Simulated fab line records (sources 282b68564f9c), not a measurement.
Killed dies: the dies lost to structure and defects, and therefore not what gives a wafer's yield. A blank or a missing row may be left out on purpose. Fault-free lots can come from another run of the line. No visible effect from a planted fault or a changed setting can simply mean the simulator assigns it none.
Problem report in the 8D (eight disciplines) form, filled by code    flow rit_cmos    the parts of the form that need people (team, actions taken, sign-off) are left out

1. THE PROBLEM
Wafers free of any fault read -0.7 nm (standard deviation 1.5) for PSD_OVL at RIT_PSD_OVL_MEAS_06, against a mean of -150.5 nm on 9 wafers of 3 lots. So: -99 or more standard deviations from the usual mean.
Seen first at day 4 21:23 on overlay-02, wafer L703.3. Wafers with a number at this step in the record: 45, from 15 lots. By rule, "out" or "out of limits" means more than 4 standard deviations away from the usual mean. Any other wafer with a number is counted as sound.

2. WHAT THIS IS AND IS NOT
question                     is                      is not
which readings at this step  PSD_OVL                 -
which lots                   L703, L705, L711        L695, L696, L697, L698, L699, L700, L701, L702, L704, L716, L717, L718
which wafers of those lots   all that have a number  -
read on which gauges         overlay-01, overlay-02  -
when                         from day 4 21:23        up to then (24 sound wafers); but 12 sound wafers of L704, L716, L717, L718 came after

3. WHAT RULES OUT EACH SUSPECT
Counting: a tool at any process step up to the reading remains a suspect when it ran all the lots that are out and ran no sound lot after the first of those.
- ruled out: the gauge at RIT_PSD_OVL_MEAS_06. 2 gauges (overlay-01, overlay-02) read the wafers that are out.
- iline_stepper-01 at RIT_PSD_EXPOSE_03 (exposes mask M10, target cd 40900 nm): kept. All lots that are out passed through it, beginning with L703 at day 4 21:01, and no sound lot followed; its final sound lot before that point was L702 at day 4 13:41.
Remaining after the count: iline_stepper-01 at RIT_PSD_EXPOSE_03.

4. THE CAUSE (what the simulator had put in)
Scanner matching overlay: iline_stepper-01, from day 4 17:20 on, at RIT_PSD_EXPOSE_03. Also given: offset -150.
This tool alone remained once counting was done.

5. THE CHAIN OF EFFECTS, in route order
Each row: a reading whose mean over the struck wafers that have a number lies more than 3 standard deviations from the usual. Only readings whose record carries a usual standard deviation are examined. hours: median over the lots of the time between each lot's start at the first step of this table that gives one and its start at this step. sigmas: the change, counted in usual standard deviations.
hours  step                 reading  usual    on struck wafers  change  sigmas
0      RIT_PSD_OVL_MEAS_06  PSD_OVL  -0.7 nm  -150.5            -149.8  -99 or more

6. WHAT WOULD HAVE CAUGHT IT SOONER
Counted from the fault's start at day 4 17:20, it took 4 hours until the first out-of-limits reading at a measuring or inspecting step in this record, taken at day 4 21:23.
Among the 3 lots that are out, L705, L711 began RIT_PSD_EXPOSE_03 on iline_stepper-01 after day 4 21:23. A hold on the tool at that time would have spared those 2.
